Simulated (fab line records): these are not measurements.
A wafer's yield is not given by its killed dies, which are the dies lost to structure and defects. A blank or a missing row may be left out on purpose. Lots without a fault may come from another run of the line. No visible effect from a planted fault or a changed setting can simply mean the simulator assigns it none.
Problem report in the 8D (eight disciplines) form, filled by code | flow berkeley cmos170 | the parts of the form that need people (team, actions taken, sign-off) are left out

## 1. THE PROBLEM
Mean M2_AL_RS at UCB170_M2_RS_MEAS_02: 0.0525 ohm/sq over 3 wafers in 2 lots; fault-free wafers: 0.0319 ohm/sq, standard deviation 0.00036. That is +57 standard deviations from the usual mean.
The step: measures by four-point-probe.
First seen on wafer L143.4, day 11 01:05, on film metro-03. At this step, 41 wafers from 14 lots have a number in the record. Rule for "out" (also "out of limits"): further than 4 standard deviations from the usual mean. The other wafers with a number count as sound.

## 2. WHAT THIS IS AND IS NOT
question                    | is                           | is not
which readings at this step | M2_AL_RS                     | -
which lots                  | L143, L144                   | L125, L126, L127, L128, L129, L130, L131, L132, L133, L134, L147, L148
which wafers of those lots  | L143.4, L144.1, L144.6       | L143.2, L144.5
read on which gauges        | film metro-01, film metro-03 | film metro-04
when                        | from day 11 01:05            | up to then (31 sound wafers); but 7 sound wafers of L144, L147, L148 came after

## 3. WHAT RULES OUT EACH SUSPECT
Counting: any tool at a process step up to the reading remains a suspect provided it ran every lot that is out. Sound lots after the first of them don't rule it out here, since some wafers of a struck lot are sound.
- the gauge at UCB170_M2_RS_MEAS_02: ruled out. Those wafers that are out were read across 2 gauges (film metro-01, film metro-03).
- rtp anneal-02 at UCB170_CONTACT_RTA_08 (time 10 s): kept. Ran every lot that is out, first one L143 (day 10 12:26); last sound lot up to then L134 (day 9 04:59).
- pvd sputter-03 at UCB170_M2_SPUTTER_01 (material Al, target thk 900 nm, time 120 s): kept. Ran every lot that is out, first one L143 (day 11 00:59); last sound lot up to then L133 (day 9 17:26).
The count leaves pvd sputter-03 at UCB170_M2_SPUTTER_01 and rtp anneal-02 at UCB170_CONTACT_RTA_08.

## 4. THE CAUSE (what the simulator had put in)
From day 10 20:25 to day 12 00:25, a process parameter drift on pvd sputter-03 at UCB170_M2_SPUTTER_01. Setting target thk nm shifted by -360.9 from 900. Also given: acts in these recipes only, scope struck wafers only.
This tool is one of the 2 suspects left after counting.

## 5. SEQUENCE OF EFFECTS, ordered by route
Rows list readings where the struck wafers' mean (over those with a number) sits beyond 3 standard deviations from the usual. Scope: only readings with a usual standard deviation given in the record; hours: median across lots of the time from each lot's start at the first step in this table that gives one to its start at this step; sigmas: change in usual standard deviations.
hours | step                    | reading        | usual         | on struck wafers | change  | sigmas
0     | UCB170_M2_RS_MEAS_02    | M2_AL_RS       | 0.0319 ohm/sq | 0.0525           | +0.0206 | +57
6     | UCB170_M2_THK_MEAS_03   | M2_AL_THK      | 903 nm        | 555              | -348    | -32
11    | UCB170_M2_METAL_ETCH_18 | oes product au | 0.860 a.u.    | 0.669            | -0.191  | -20
Its process steps:
- UCB170_M2_METAL_ETCH_18: etches Al in Cl2/BCl3, stops on SiO2, target depth 1170 nm, time 195 s.

## 6. WHAT WOULD HAVE CAUGHT IT SOONER
5 hours passed between the start of the fault at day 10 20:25 and the first reading out of limits at a measuring or inspecting step in this record, taken at day 11 01:05.
Tool readings at UCB170_M2_SPUTTER_01 with a usual standard deviation given in the record: none out on any struck wafer, hence no alarm at a limit of 4 standard deviations on them.
L144, from the lots that are out (2), started UCB170_M2_SPUTTER_01 on pvd sputter-03 later than day 11 01:05. Had the tool been put on hold then, it would have been spared.
